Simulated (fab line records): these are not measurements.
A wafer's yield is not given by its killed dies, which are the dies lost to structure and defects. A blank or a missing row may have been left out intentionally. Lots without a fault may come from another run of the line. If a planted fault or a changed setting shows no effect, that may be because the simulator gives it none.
Which tool did it? + flow berkeley_cmos170 + 14 lots, 42 wafers sampled, at 3 steps of a route of 331

WHAT EACH GAUGE READ, for each wafer
UCB170_V1_THK_MEAS_01.
| lot  | measured     | on            | V1_TEOS_THK (nm) |
|------|--------------|---------------|------------------|
| L463 | day 8 08:51  | film_metro-03 | 2022 2003 2054   |
| L466 | day 8 23:20  | film_metro-03 | 2068 2057 2078   |
| L464 | day 8 21:59  | film_metro-03 | 2021 2020 2034   |
| L465 | day 8 23:19  | film_metro-01 | 1986 1976 2038   |
| L467 | day 9 15:33  | film_metro-03 | 1979 1978 2009   |
| L470 | day 9 18:13  | film_metro-03 | 2007 2039 2053   |
| L472 | day 10 15:02 | film_metro-03 | 1987 2023 2016   |
| L475 | day 10 16:22 | film_metro-03 | 1985 1971 1986   |
| L474 | day 10 17:43 | film_metro-03 | 2011 2038 2041   |
| L481 | day 12 01:36 | film_metro-04 | 1962 2012 2005   |
| L483 | day 13 06:07 | film_metro-01 | 1990 2069 2034   |
| L484 | day 13 06:07 | film_metro-03 | 1979 1957 1967   |
| L485 | day 13 06:17 | film_metro-01 | 2014 2030 2007   |
| L486 | day 13 06:16 | film_metro-03 | 1994 2039 2029   |

UCB170_V2_BOW_MEAS_03.
| lot  | measured     | on            | V2_BOW (um) |
|------|--------------|---------------|-------------|
| L463 | day 8 15:49  | film_metro-02 | 36 36 33    |
| L466 | day 9 09:51  | film_metro-04 | 36 34 40    |
| L464 | day 9 06:07  | film_metro-02 | 27 37 20    |
| L465 | day 9 09:28  | film_metro-03 | 28 41 29    |
| L467 | day 9 20:59  | film_metro-03 | 37 31 33    |
| L470 | day 10 04:37 | film_metro-02 | 41 53 40    |
| L472 | day 11 00:55 | film_metro-04 | 39 18 38    |
| L475 | day 11 01:29 | film_metro-03 | 34 28 34    |
| L474 | day 11 02:08 | film_metro-02 | 36 30 46    |
| L481 | day 12 07:10 | film_metro-03 | 30 25 32    |
| L483 | day 13 15:40 | film_metro-04 | 35 52 41    |
| L484 | day 13 15:02 | film_metro-02 | 37 43 49    |
| L485 | day 13 16:00 | film_metro-03 | 44 34 33    |
| L486 | day 13 15:40 | film_metro-02 | 35 29 32    |

WHAT TOOL EACH LOT RAN ON (gives the tool, then ch and the chambers of the sampled wafers, and finally the start)
| lot  | UCB170_CONTACT_ETCH_18                        |
|------|-----------------------------------------------|
| L463 | rie_diel-02 ch 1,2,3, day 8 08:51 or earlier  |
| L466 | rie_diel-02 ch 0,1,3, day 8 23:20 or earlier  |
| L464 | rie_diel-03 ch 1,2,3, day 8 21:59 or earlier  |
| L465 | rie_diel-02 ch 1,3, day 8 23:19 or earlier    |
| L467 | rie_diel-03 ch 1,2,3, day 9 15:33 or earlier  |
| L470 | rie_diel-02 ch 1,2, day 9 18:13 or earlier    |
| L472 | rie_diel-03 ch 0,3, day 10 15:02 or earlier   |
| L475 | rie_diel-03 ch 0,2,3, day 10 16:22 or earlier |
| L474 | rie_diel-04 ch 1,2,3, day 10 17:43 or earlier |
| L481 | rie_diel-04 ch 1,2, day 12 01:36 or earlier   |
| L483 | rie_diel-04 ch 0,1, day 13 06:07 or earlier   |
| L484 | rie_diel-02 ch 0,2,3, day 13 06:07 or earlier |
| L485 | rie_diel-04 ch 0,3, day 13 06:17 or earlier   |
| L486 | rie_diel-03 ch 0,1,2, day 13 06:16 or earlier |
- UCB170_CONTACT_ETCH_18: etches PSG in CHF3/CF4/Ar, stops on TiSi2, target depth 840 nm, time 195 s.

AS READ BY THE TOOLS THEMSELVES (means over the sampled wafers that have a number; for cases with no such wafer, the mark the record gives instead)
UCB170_CONTACT_ETCH_18.
| lot  | tool        | drypump_motor_current_A (A) | oes_product_au (a.u.) | throttle_valve_pct (%) |
|------|-------------|-----------------------------|-----------------------|------------------------|
| L463 | rie_diel-02 | 5.8                         | 0.892                 | 6.91                   |
| L466 | rie_diel-02 | 5.7                         | 0.900                 | 6.88                   |
| L464 | rie_diel-03 | 5.7                         | 0.899                 | 6.97                   |
| L465 | rie_diel-02 | 5.8                         | 0.895                 | 6.92                   |
| L467 | rie_diel-03 | 5.7                         | 0.893                 | 6.98                   |
| L470 | rie_diel-02 | 5.8                         | 0.896                 | 6.88                   |
| L472 | rie_diel-03 | 6.2                         | 0.879                 | 6.99                   |
| L475 | rie_diel-03 | 5.9                         | 0.890                 | 6.99                   |
| L474 | rie_diel-04 | 5.8                         | 0.882                 | 6.79                   |
| L481 | rie_diel-04 | 5.9                         | 0.877                 | 6.82                   |
| L483 | rie_diel-04 | 6.1                         | 0.873                 | 7.02                   |
| L484 | rie_diel-02 | 5.8                         | 0.898                 | 6.85                   |
| L485 | rie_diel-04 | 5.5                         | 0.893                 | 6.88                   |
| L486 | rie_diel-03 | 5.8                         | 0.880                 | 7.00                   |

THE ANSWER, worked out from the rows above alone
Rule: the usual values come from the lots themselves. The widest of any qualifying gaps counts: lots, ordered by their means at a reading, are off when they make up no more than a third of the lots, leave a main group of 4 or more, and stand apart from it by 3 or more times the standard deviation of that group's means. If all means in a main group match to the digits the tables above print for the reading, that group is not used. Also off: a lot with no number at a reading for which 4 or more lots have one. Any other lot the step has rows for is counted as sound. After the gauges, taken in route order, come the tools' own readings; for these a lot's mean is taken, as printed above. The first step at which some lot is off is used, and at that step the reading that is off furthest; a lot without a number counts as furthest.
Nothing can be told from this: no lot is off at any reading shown.

WHAT THE SIMULATOR PUT IN
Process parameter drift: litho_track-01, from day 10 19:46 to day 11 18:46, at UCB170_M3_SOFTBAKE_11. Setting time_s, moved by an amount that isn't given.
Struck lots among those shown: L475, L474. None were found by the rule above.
